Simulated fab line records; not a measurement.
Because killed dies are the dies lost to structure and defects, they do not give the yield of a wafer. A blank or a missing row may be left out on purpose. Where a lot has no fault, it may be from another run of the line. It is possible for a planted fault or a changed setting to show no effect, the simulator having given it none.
Lot-split experiment / flow rit cmos / route with 202 steps; 5 lots, 23 wafers read

== SPLIT DETAILS ==
At RIT_GATE_CVD_08 (deposits poly-Si from SiH4, target thk 250 nm, time 2220 s), the setting pressure mtorr was moved away from the recipe's 300 mTorr on 10 of the 23 wafers read, by -13.6% to +13.5%. All remaining wafers had this setting at the recipe value.

The file shows no step between the split and the reading.

== THE READING ==
GATE_POLY_THK, in nm, at RIT_GATE_THK_MEAS_09. A value of 251.3 nm with a standard deviation of 2 nm is what fault-free wafers of this fab line usually give.

wafer=L078.1; tool, chamber at the split=-, -; pressure mtorr as run, mTorr=340.6; against the recipe=+13.5%; GATE_POLY_THK, nm=266.7; against lot-mates on the recipe=no lot-mate on the recipe
wafer=L078.3; tool, chamber at the split=-, -; pressure mtorr as run, mTorr=340.6; against the recipe=+13.5%; GATE_POLY_THK, nm=266.8; against lot-mates on the recipe=no lot-mate on the recipe
wafer=L078.4; tool, chamber at the split=-, -; pressure mtorr as run, mTorr=340.6; against the recipe=+13.5%; GATE_POLY_THK, nm=267.6; against lot-mates on the recipe=no lot-mate on the recipe
wafer=L078.5; tool, chamber at the split=-, -; pressure mtorr as run, mTorr=340.6; against the recipe=+13.5%; GATE_POLY_THK, nm=267.1; against lot-mates on the recipe=no lot-mate on the recipe
wafer=L078.6; tool, chamber at the split=-, -; pressure mtorr as run, mTorr=340.6; against the recipe=+13.5%; GATE_POLY_THK, nm=268.5; against lot-mates on the recipe=no lot-mate on the recipe
wafer=L079.1; tool, chamber at the split=-, -; pressure mtorr as run, mTorr=259.3; against the recipe=-13.6%; GATE_POLY_THK, nm=230.2; against lot-mates on the recipe=no lot-mate on the recipe
wafer=L079.2; tool, chamber at the split=-, -; pressure mtorr as run, mTorr=259.3; against the recipe=-13.6%; GATE_POLY_THK, nm=232.2; against lot-mates on the recipe=no lot-mate on the recipe
wafer=L079.3; tool, chamber at the split=-, -; pressure mtorr as run, mTorr=259.3; against the recipe=-13.6%; GATE_POLY_THK, nm=232.6; against lot-mates on the recipe=no lot-mate on the recipe
wafer=L079.5; tool, chamber at the split=-, -; pressure mtorr as run, mTorr=259.3; against the recipe=-13.6%; GATE_POLY_THK, nm=231.5; against lot-mates on the recipe=no lot-mate on the recipe
wafer=L079.6; tool, chamber at the split=-, -; pressure mtorr as run, mTorr=259.3; against the recipe=-13.6%; GATE_POLY_THK, nm=231.2; against lot-mates on the recipe=no lot-mate on the recipe
wafer=L080.1; tool, chamber at the split=-, -; pressure mtorr as run, mTorr=300; against the recipe=recipe; GATE_POLY_THK, nm=249.2; against lot-mates on the recipe=-
wafer=L080.2; tool, chamber at the split=-, -; pressure mtorr as run, mTorr=300; against the recipe=recipe; GATE_POLY_THK, nm=248.9; against lot-mates on the recipe=-
wafer=L080.3; tool, chamber at the split=-, -; pressure mtorr as run, mTorr=300; against the recipe=recipe; GATE_POLY_THK, nm=249.1; against lot-mates on the recipe=-
wafer=L080.5; tool, chamber at the split=-, -; pressure mtorr as run, mTorr=300; against the recipe=recipe; GATE_POLY_THK, nm=251.5; against lot-mates on the recipe=-
wafer=L080.6; tool, chamber at the split=-, -; pressure mtorr as run, mTorr=300; against the recipe=recipe; GATE_POLY_THK, nm=249.1; against lot-mates on the recipe=-
wafer=L081.1; tool, chamber at the split=-, -; pressure mtorr as run, mTorr=300; against the recipe=recipe; GATE_POLY_THK, nm=254.8; against lot-mates on the recipe=-
wafer=L081.3; tool, chamber at the split=-, -; pressure mtorr as run, mTorr=300; against the recipe=recipe; GATE_POLY_THK, nm=254.4; against lot-mates on the recipe=-
wafer=L081.4; tool, chamber at the split=-, -; pressure mtorr as run, mTorr=300; against the recipe=recipe; GATE_POLY_THK, nm=251.9; against lot-mates on the recipe=-
wafer=L081.5; tool, chamber at the split=-, -; pressure mtorr as run, mTorr=300; against the recipe=recipe; GATE_POLY_THK, nm=254.1; against lot-mates on the recipe=-
wafer=L081.6; tool, chamber at the split=-, -; pressure mtorr as run, mTorr=300; against the recipe=recipe; GATE_POLY_THK, nm=252.5; against lot-mates on the recipe=-
wafer=L084.1; tool, chamber at the split=lpcvd-02, 0; pressure mtorr as run, mTorr=300; against the recipe=recipe; GATE_POLY_THK, nm=249.4; against lot-mates on the recipe=-
wafer=L084.2; tool, chamber at the split=lpcvd-02, 0; pressure mtorr as run, mTorr=300; against the recipe=recipe; GATE_POLY_THK, nm=249.4; against lot-mates on the recipe=-
wafer=L084.3; tool, chamber at the split=lpcvd-02, 0; pressure mtorr as run, mTorr=300; against the recipe=recipe; GATE_POLY_THK, nm=251.7; against lot-mates on the recipe=-

FIT RESULTS
A straight line over all 23 wafers: GATE_POLY_THK changes by +1.32 nm for each +1% of pressure mtorr; r = +0.99; the points scatter about the line by 2 nm.
Too few moved wafers with a lot-mate on the recipe to fit a line net of each lot's own level.

== THE WHOLE CHAIN: every reading that the file lists as answering this split, in the file's order ==
step=RIT_GATE_CVD_08; what it does=deposits poly-Si from SiH4, target thk 250 nm, time 2220 s; reading=poly-Si_of_GATE_CVD_08.thk nm (the simulator's own value, which no gauge read); change (the file's fit)=+1.32 nm for each +1% of the setting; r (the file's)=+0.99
step=RIT_GATE_THK_MEAS_09; what it does=; reading=GATE_POLY_THK; change (the file's fit)=+1.32 for each +1% of the setting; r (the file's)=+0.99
step=RIT_GATE_ETCH_19; what it does=etches poly-Si in SF6/CHF3/O2, stops on SiO2, time 165 s, target depth 312.5 nm; reading=etch.depth nm (the simulator's own value, which no gauge read); change (the file's fit)=+1.28 nm for each +1% of the setting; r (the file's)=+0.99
step=RIT_GATE_ETCH_19; what it does=etches poly-Si in SF6/CHF3/O2, stops on SiO2, time 165 s, target depth 312.5 nm; reading=GATE.feature depth nm (the simulator's own value, which no gauge read); change (the file's fit)=+1.32 nm for each +1% of the setting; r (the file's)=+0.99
step=RIT_REOX_OXIDATION_03; what it does=target thk 25.2 nm, ox time 5580 s; reading=poly-Si_of_GATE_CVD_08.thk nm (the simulator's own value, which no gauge read); change (the file's fit)=+1.36 nm for each +1% of the setting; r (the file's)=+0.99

== FILE'S OWN FIT ==
GATE_POLY_THK changes by +1.32 nm for each +1% of pressure mtorr, r = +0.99.
